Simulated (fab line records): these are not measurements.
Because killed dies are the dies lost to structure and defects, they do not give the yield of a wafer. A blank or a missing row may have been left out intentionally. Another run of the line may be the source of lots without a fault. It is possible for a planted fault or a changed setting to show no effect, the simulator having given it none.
Matching of chambers :: flow ritCmos :: 4 sister chambers for RIT_GATE_ETCH_19 on rieSi-01
The step etches poly-Si in SF6/CHF3/O2, stops on SiO2, time 165 s, target depth 312.5 nm. 4 wafers are shown with their chamber, then 8 later ones without.

== WAFERS, EACH WITH ITS CHAMBER ==
wafer: L726.3
chamber: 0
throttleValvePct (%): 9.90

wafer: L734.2
chamber: 2
throttleValvePct (%): 10.32

wafer: L734.5
chamber: 3
throttleValvePct (%): 10.38

wafer: L738.1
chamber: 1
throttleValvePct (%): 10.37

== WAFERS MISSING THEIR CHAMBER ==
wafer: L738.3
throttleValvePct (%): 9.91

wafer: L738.4
throttleValvePct (%): 10.37

wafer: L740.1
throttleValvePct (%): 10.37

wafer: L740.3
throttleValvePct (%): 10.31

wafer: L740.5
throttleValvePct (%): 10.33

wafer: L742.4
throttleValvePct (%): 10.39

wafer: L742.5
throttleValvePct (%): 10.37

wafer: L742.6
throttleValvePct (%): 9.91

== WHICH CHAMBER EACH WENT THROUGH ==
wafer: L738.3
from the rows above: 0
in truth: 0

wafer: L738.4
from the rows above: can't be placed: 1 or 3
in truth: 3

wafer: L740.1
from the rows above: can't be placed: 1 or 3
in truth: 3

wafer: L740.3
from the rows above: 2
in truth: 2

wafer: L740.5
from the rows above: 2
in truth: 2

wafer: L742.4
from the rows above: can't be placed: 3 or 1
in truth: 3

wafer: L742.5
from the rows above: can't be placed: 1 or 3
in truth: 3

wafer: L742.6
from the rows above: 0
in truth: 0
Placed correctly: 4 of 8. From these rows, 4 cannot be placed; in 4 the true chamber is one of the candidates. Wrongly placed: 0.
How it was worked out, from the rows above alone: a wafer's distance from a chamber is the root of the sum, over the readings, of the square of ((its reading less the chamber's mean) divided by the reading's scatter). If the next closest chamber is less than 2 further off than the closest, the wafer can't be placed; otherwise it belongs to the closest. Each chamber's mean is taken over the wafers shown for it. The scatter (one wafer shown for each chamber): square how far every hidden wafer sits from the nearest shown wafer, average those squares and take the square root.
